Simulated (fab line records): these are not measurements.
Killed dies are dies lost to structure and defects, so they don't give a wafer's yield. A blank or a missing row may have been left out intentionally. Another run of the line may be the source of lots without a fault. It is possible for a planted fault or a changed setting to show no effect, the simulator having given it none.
Split-lot experiment / flow ritCmos / 23 wafers read across 5 lots, on a route 202 steps long

ON THE SPLIT
At RIT_CONTACT_CVD_00 (deposits SiO2 from TEOS, target thk 400 nm, time 61 s), the setting timeS was moved away from the recipe's 61 s on 12 of the 23 wafers read, by -14.5% to +12.1%. The other wafers ran this setting at the recipe's value.

No step appears in the file between the split and the reading.

THE READING
CONTACT_TEOS_THK, in nm, at RIT_CONTACT_THK_MEAS_01. Fault-free wafers of this fab line usually give 401 nm, standard deviation 5 nm.

wafer=L074.2; tool, chamber at the split=pecvd-04, 0; timeS as run, s=61; against the recipe=recipe; CONTACT_TEOS_THK, nm=399; against lot-mates on the recipe=-
wafer=L074.3; tool, chamber at the split=pecvd-04, 2; timeS as run, s=61; against the recipe=recipe; CONTACT_TEOS_THK, nm=402; against lot-mates on the recipe=-
wafer=L074.4; tool, chamber at the split=pecvd-04, 2,1; timeS as run, s=65.76; against the recipe=+7.8%; CONTACT_TEOS_THK, nm=439; against lot-mates on the recipe=+38
wafer=L074.5; tool, chamber at the split=pecvd-04, 0; timeS as run, s=65.76; against the recipe=+7.8%; CONTACT_TEOS_THK, nm=435; against lot-mates on the recipe=+34
wafer=L074.6; tool, chamber at the split=pecvd-04, 2,1; timeS as run, s=65.76; against the recipe=+7.8%; CONTACT_TEOS_THK, nm=440; against lot-mates on the recipe=+40
wafer=L078.4; tool, chamber at the split=pecvd-02, 2; timeS as run, s=61; against the recipe=recipe; CONTACT_TEOS_THK, nm=402; against lot-mates on the recipe=-
wafer=L078.5; tool, chamber at the split=pecvd-02, 1; timeS as run, s=61; against the recipe=recipe; CONTACT_TEOS_THK, nm=409; against lot-mates on the recipe=-
wafer=L078.6; tool, chamber at the split=pecvd-02, 0; timeS as run, s=61; against the recipe=recipe; CONTACT_TEOS_THK, nm=405; against lot-mates on the recipe=-
wafer=L079.1; tool, chamber at the split=pecvd-03, 1; timeS as run, s=52.18; against the recipe=-14.5%; CONTACT_TEOS_THK, nm=339; against lot-mates on the recipe=-59
wafer=L079.2; tool, chamber at the split=pecvd-03, 2; timeS as run, s=52.18; against the recipe=-14.5%; CONTACT_TEOS_THK, nm=342; against lot-mates on the recipe=-56
wafer=L079.3; tool, chamber at the split=pecvd-03, 0; timeS as run, s=61; against the recipe=recipe; CONTACT_TEOS_THK, nm=395; against lot-mates on the recipe=-
wafer=L079.4; tool, chamber at the split=pecvd-03, 1; timeS as run, s=61; against the recipe=recipe; CONTACT_TEOS_THK, nm=401; against lot-mates on the recipe=-
wafer=L079.6; tool, chamber at the split=pecvd-03, 0; timeS as run, s=52.18; against the recipe=-14.5%; CONTACT_TEOS_THK, nm=341; against lot-mates on the recipe=-57
wafer=L080.1; tool, chamber at the split=pecvd-04, 0; timeS as run, s=61; against the recipe=recipe; CONTACT_TEOS_THK, nm=394; against lot-mates on the recipe=-
wafer=L080.2; tool, chamber at the split=pecvd-04, 1; timeS as run, s=61; against the recipe=recipe; CONTACT_TEOS_THK, nm=396; against lot-mates on the recipe=-
wafer=L080.3; tool, chamber at the split=pecvd-04, 2; timeS as run, s=68.37; against the recipe=+12.1%; CONTACT_TEOS_THK, nm=446; against lot-mates on the recipe=+51
wafer=L080.4; tool, chamber at the split=pecvd-04, 1; timeS as run, s=68.37; against the recipe=+12.1%; CONTACT_TEOS_THK, nm=454; against lot-mates on the recipe=+59
wafer=L080.5; tool, chamber at the split=pecvd-04, 2; timeS as run, s=68.37; against the recipe=+12.1%; CONTACT_TEOS_THK, nm=449; against lot-mates on the recipe=+54
wafer=L083.1; tool, chamber at the split=pecvd-04, 2; timeS as run, s=61; against the recipe=recipe; CONTACT_TEOS_THK, nm=400; against lot-mates on the recipe=-
wafer=L083.2; tool, chamber at the split=pecvd-04, 0; timeS as run, s=55.75; against the recipe=-8.6%; CONTACT_TEOS_THK, nm=361; against lot-mates on the recipe=-43
wafer=L083.3; tool, chamber at the split=pecvd-04, 1; timeS as run, s=55.75; against the recipe=-8.6%; CONTACT_TEOS_THK, nm=363; against lot-mates on the recipe=-41
wafer=L083.4; tool, chamber at the split=pecvd-04, 2; timeS as run, s=61; against the recipe=recipe; CONTACT_TEOS_THK, nm=408; against lot-mates on the recipe=-
wafer=L083.5; tool, chamber at the split=pecvd-04, 0; timeS as run, s=55.75; against the recipe=-8.6%; CONTACT_TEOS_THK, nm=371; against lot-mates on the recipe=-33
The file does not say which wafer passed through which chamber wherever a row lists several chambers: such a row stands for several wafers.

THE FIT
A straight line over all 23 wafers: CONTACT_TEOS_THK changes by +4.2 nm for each +1% of timeS; r = +0.99; the points scatter about the line by 4.5 nm.
The same after taking each lot's own level away (the mean of its wafers on the recipe; 23 wafers): +4.33 nm for each +1%; r = +0.99; scatter 3.8 nm.
The reading moves by 63 nm for the largest change in timeS, on that fit.
The span of the lots' own levels, 395.0 to 405.3 nm, comes to 2.1 times the standard deviation stated above.
The two slopes are in agreement: the lot-to-lot level therefore moves the slope only a little.
Check: -61.9 nm against its lot-mates is what the line predicts for one of the wafers moved furthest among these (-14.5%) when that wafer is left out of the fit. It came out at -59 nm against them.

OTHER SPLITS APPLIED TO THESE WAFERS
These wafers also went through other splits before the reading. Each is held against what the fit with the lots' levels taken away leaves over:
other split on the same wafers=RIT_SDANNEAL_CLEAN_00 tempC; wafers away from the commonest value=15; r with CONTACT_TEOS_THK (lot level and that fit taken away)=-0.37

THE WHOLE CHAIN: every reading that the file lists as answering this split, in the file's order
step=RIT_CONTACT_CVD_00; what it does=deposits SiO2 from TEOS, target thk 400 nm, time 61 s; reading=SiO2_of_CONTACT_CVD_00.thkNm (the simulator's own value, which no gauge read); change (the file's fit)=+4.31 nm for each +1% of the setting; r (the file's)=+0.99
step=RIT_CONTACT_THK_MEAS_01; what it does=; reading=CONTACT_TEOS_THK; change (the file's fit)=+4.31 for each +1% of the setting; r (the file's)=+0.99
step=RIT_CONTACT_ETCH_11; what it does=etches SiO2 in CHF3/CF4/Ar, stops on TiSi2, target depth 480 nm, time 320 s; reading=etch.depthNm (the simulator's own value, which no gauge read); change (the file's fit)=+3.71 nm for each +1% of the setting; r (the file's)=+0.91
step=RIT_CONTACT_ETCH_11; what it does=etches SiO2 in CHF3/CF4/Ar, stops on TiSi2, target depth 480 nm, time 320 s; reading=CONTACT.featureDepthNm (the simulator's own value, which no gauge read); change (the file's fit)=+3.71 nm for each +1% of the setting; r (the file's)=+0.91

THE FILE'S OWN FIT
CONTACT_TEOS_THK changes by +4.31 nm for each +1% of timeS, r = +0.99.
